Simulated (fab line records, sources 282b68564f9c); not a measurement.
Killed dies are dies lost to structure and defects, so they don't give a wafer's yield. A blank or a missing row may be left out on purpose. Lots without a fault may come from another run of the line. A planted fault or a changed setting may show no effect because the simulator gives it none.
Which tool did it? | flow rit_cmos | 14 lots, 42 wafers sampled, at 3 steps of a route of 202

WHAT THE GAUGES READ, wafer by wafer
RIT_PLDD_TW_MEAS_10. Usual: PLDD_TW 2355, standard deviation 26.
lot  | measured    | on            | PLDD_TW        | flag
L393 | day 3 00:33 | film_metro-01 | 2347 2341 2333 |
L394 | day 3 03:37 | film_metro-04 | 2388 2381 2379 |
L395 | day 3 07:35 | film_metro-01 | 2342 2340 2347 |
L396 | day 3 14:07 | film_metro-02 | 2386 2378 2387 |
L397 | day 3 16:05 | film_metro-04 | 2382 2387 2377 |
L400 | day 4 10:38 | film_metro-02 | 2400 2403 2410 |
L401 | day 4 12:55 | film_metro-04 | 2250 2244 2252 | OFF
L402 | day 4 17:15 | film_metro-01 | 2200 2203 2202 | OFF
L409 | day 6 05:05 | film_metro-01 | 2347 2341 2330 |
L410 | day 6 09:04 | film_metro-04 | 2375 2392 2367 |
L411 | day 6 13:32 | film_metro-02 | 2364 2357 2357 |
L414 | day 7 05:11 | film_metro-01 | 2319 2321 2337 |
L415 | day 7 10:19 | film_metro-04 | 2375 2388 2373 |
L416 | day 7 15:03 | film_metro-01 | 2328 2332 2329 |

RIT_SDANNEAL_RS_MEAS_06: measures by four-point-probe. Usual: PLDD_RS 178.8 ohm/sq, standard deviation 0.44.
lot  | measured    | on            | PLDD_RS (ohm/sq)  | flag
L393 | day 3 06:55 | film_metro-01 | 179.4 179.9 179.2 |
L394 | day 3 10:08 | film_metro-01 | 178.6 178.8 178.0 |
L395 | day 3 13:50 | film_metro-04 | 178.8 178.7 178.8 |
L396 | day 3 20:21 | film_metro-04 | 179.0 178.8 178.9 |
L397 | day 3 22:15 | film_metro-01 | 178.4 179.1 178.7 |
L400 | day 4 16:57 | film_metro-02 | 178.8 178.8 178.7 |
L401 | day 4 19:17 | film_metro-02 | 200.0 200.6 201.2 | OFF
L402 | day 4 23:50 | film_metro-04 | 201.9 200.2 201.0 | OFF
L409 | day 6 11:21 | film_metro-02 | 179.7 178.4 179.6 |
L410 | day 6 15:26 | film_metro-01 | 178.7 178.7 178.7 |
L411 | day 6 20:02 | film_metro-02 | 179.1 178.6 178.4 |
L414 | day 7 11:23 | film_metro-02 | 179.5 178.7 179.4 |
L415 | day 7 16:41 | film_metro-04 | 179.1 178.4 179.3 |
L416 | day 7 21:12 | film_metro-01 | 179.1 178.1 178.6 |

WHICH TOOL RAN EACH LOT (tool, then ch and the chambers of the sampled wafers, then the start)
lot  | RIT_PLDD_IMPLANT_08
L393 | implanter-01 ch 0, day 3 00:15
L394 | implanter-02 ch 0, day 3 03:18
L395 | implanter-02 ch 0, day 3 07:16
L396 | implanter-02 ch 0, day 3 13:49
L397 | implanter-02 ch 0, day 3 15:47
L400 | implanter-04 ch 0, day 4 10:19
L401 | implanter-02 ch 0, day 4 12:37
L402 | implanter-02 ch 0, day 4 16:56
L409 | implanter-01 ch 0, day 6 04:47
L410 | implanter-04 ch 0, day 6 08:45
L411 | implanter-04 ch 0, day 6 13:13
L414 | implanter-02 ch 0, day 7 04:52
L415 | implanter-01 ch 0, day 7 10:01
L416 | implanter-01 ch 0, day 7 14:43
- RIT_PLDD_IMPLANT_08

WHAT THE TOOLS THEMSELVES READ (means of the sampled wafers that have a number; where no wafer has one, the mark that the record gives instead)
RIT_PLDD_IMPLANT_08. Usual: beam_energy_keV 20.000, standard deviation 0.0058.
lot  | tool         | beam_energy_keV | flag
L393 | implanter-01 | 20.003          |
L394 | implanter-02 | 19.996          |
L395 | implanter-02 | 20.006          |
L396 | implanter-02 | 19.993          |
L397 | implanter-02 | 20.007          |
L400 | implanter-04 | 20.004          |
L401 | implanter-02 | 19.996          |
L402 | implanter-02 | 19.999          |
L409 | implanter-01 | 19.999          |
L410 | implanter-04 | 20.001          |
L411 | implanter-04 | 19.999          |
L414 | implanter-02 | 19.999          |
L415 | implanter-01 | 20.006          |
L416 | implanter-01 | 20.003          |

THE ANSWER, worked out from the rows above alone
Rule: a lot is off if the mean of its wafers that have a number lies more than 3 standard deviations from the usual mean. A lot without any number at a reading at which 4 lots or more have one is off too. The other lots that the step has rows for count as sound. The gauges are gone through in route order, then the tools' own readings, and for those a lot's mean is taken as printed above. The first step at which some lot is off is used, and at that step the reading that is off furthest; a lot without a number counts as furthest.
Off: L401, L402, at RIT_PLDD_TW_MEAS_10 (PLDD_TW).
A tool fits if, at a process step before that reading, it ran every lot that is off, and no sound lot after the first of them. The gauges at RIT_PLDD_TW_MEAS_10 are tried like those tools. None of those tried fits.

WHAT THE SIMULATOR HAD PUT IN
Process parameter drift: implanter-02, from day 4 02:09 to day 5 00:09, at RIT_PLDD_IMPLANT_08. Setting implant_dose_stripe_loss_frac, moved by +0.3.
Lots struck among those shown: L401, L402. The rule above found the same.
